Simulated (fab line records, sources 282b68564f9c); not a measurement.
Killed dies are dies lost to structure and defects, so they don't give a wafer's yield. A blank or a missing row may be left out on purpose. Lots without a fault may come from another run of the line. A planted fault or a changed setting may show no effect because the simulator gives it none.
Which tool did it? | flow rit_cmos | 13 lots, 39 wafers sampled, at 2 steps of a route of 202

WHAT THE GAUGES READ, wafer by wafer
RIT_PSD_TW_MEAS_10. Usual: PSD_TW 3432, standard deviation 59.
lot  | measured    | on            | PSD_TW            | flag
L200 | day 3 02:14 | film_metro-01 | 3361 3372 3379    |
L201 | day 3 10:05 | film_metro-03 | 3511 3508 3494    |
L202 | day 3 12:52 | film_metro-01 | 3365 3359 3384    |
L203 | day 3 16:25 | film_metro-01 | 3381 3375 3400    |
L204 | day 3 21:40 | film_metro-02 | 3388 3407 3412    |
L207 | day 4 18:50 | film_metro-02 | 3446 3416 3421    |
L208 | day 4 21:44 | film_metro-01 | 3403 3389 3406    |
L211 | day 5 11:04 | film_metro-03 | 31 31 31 31 31 31 | OFF
L212 | day 5 13:59 | film_metro-01 | 30 30 30 30 30 29 | OFF
L215 | day 6 04:38 | film_metro-01 | 3388 3383 3386    |
L216 | day 6 08:09 | film_metro-01 | 3395 3404 3379    |
L221 | day 7 10:53 | film_metro-02 | 3444 3466 3449    |
L223 | day 7 19:39 | film_metro-01 | 3380 3381 3364    |

WHICH TOOL RAN EACH LOT (tool, then ch and the chambers of the sampled wafers, then the start)
lot  | RIT_PSD_DEVELOP_05
L200 | litho_track-04 ch 0, day 3 01:00
L201 | litho_track-04 ch 0, day 3 09:00
L202 | litho_track-02 ch 0, day 3 12:00
L203 | litho_track-02 ch 0, day 3 15:00
L204 | litho_track-01 ch 0, day 3 21:00
L207 | litho_track-02 ch 0, day 4 18:00
L208 | litho_track-04 ch 0, day 4 21:00
L211 | litho_track-01 ch 0, day 5 10:00
L212 | litho_track-01 ch 0, day 5 13:00
L215 | litho_track-02 ch 0, day 6 04:00
L216 | litho_track-02 ch 0, day 6 07:00
L221 | litho_track-04 ch 0, day 7 10:00
L223 | litho_track-01 ch 0, day 7 19:00
- RIT_PSD_DEVELOP_05: develop time 50 s.

WHAT THE TOOLS THEMSELVES READ (means of the sampled wafers that have a number; where no wafer has one, the mark that the record gives instead)
The record holds no such reading with a usual standard deviation.

THE ANSWER, worked out from the rows above alone
Rule: a lot is off if the mean of its wafers that have a number lies more than 3 standard deviations from the usual mean. A lot without any number at a reading at which 4 lots or more have one is off too. The other lots that the step has rows for count as sound. The gauges are gone through in route order, then the tools' own readings, and for those a lot's mean is taken as printed above. The first step at which some lot is off is used, and at that step the reading that is off furthest; a lot without a number counts as furthest.
Off: L211, L212, at RIT_PSD_TW_MEAS_10 (PSD_TW).
A tool fits if, at a process step before that reading, it ran every lot that is off, and no sound lot after the first of them. The gauges at RIT_PSD_TW_MEAS_10 are tried like those tools. None of those tried fits.

WHAT THE SIMULATOR HAD PUT IN
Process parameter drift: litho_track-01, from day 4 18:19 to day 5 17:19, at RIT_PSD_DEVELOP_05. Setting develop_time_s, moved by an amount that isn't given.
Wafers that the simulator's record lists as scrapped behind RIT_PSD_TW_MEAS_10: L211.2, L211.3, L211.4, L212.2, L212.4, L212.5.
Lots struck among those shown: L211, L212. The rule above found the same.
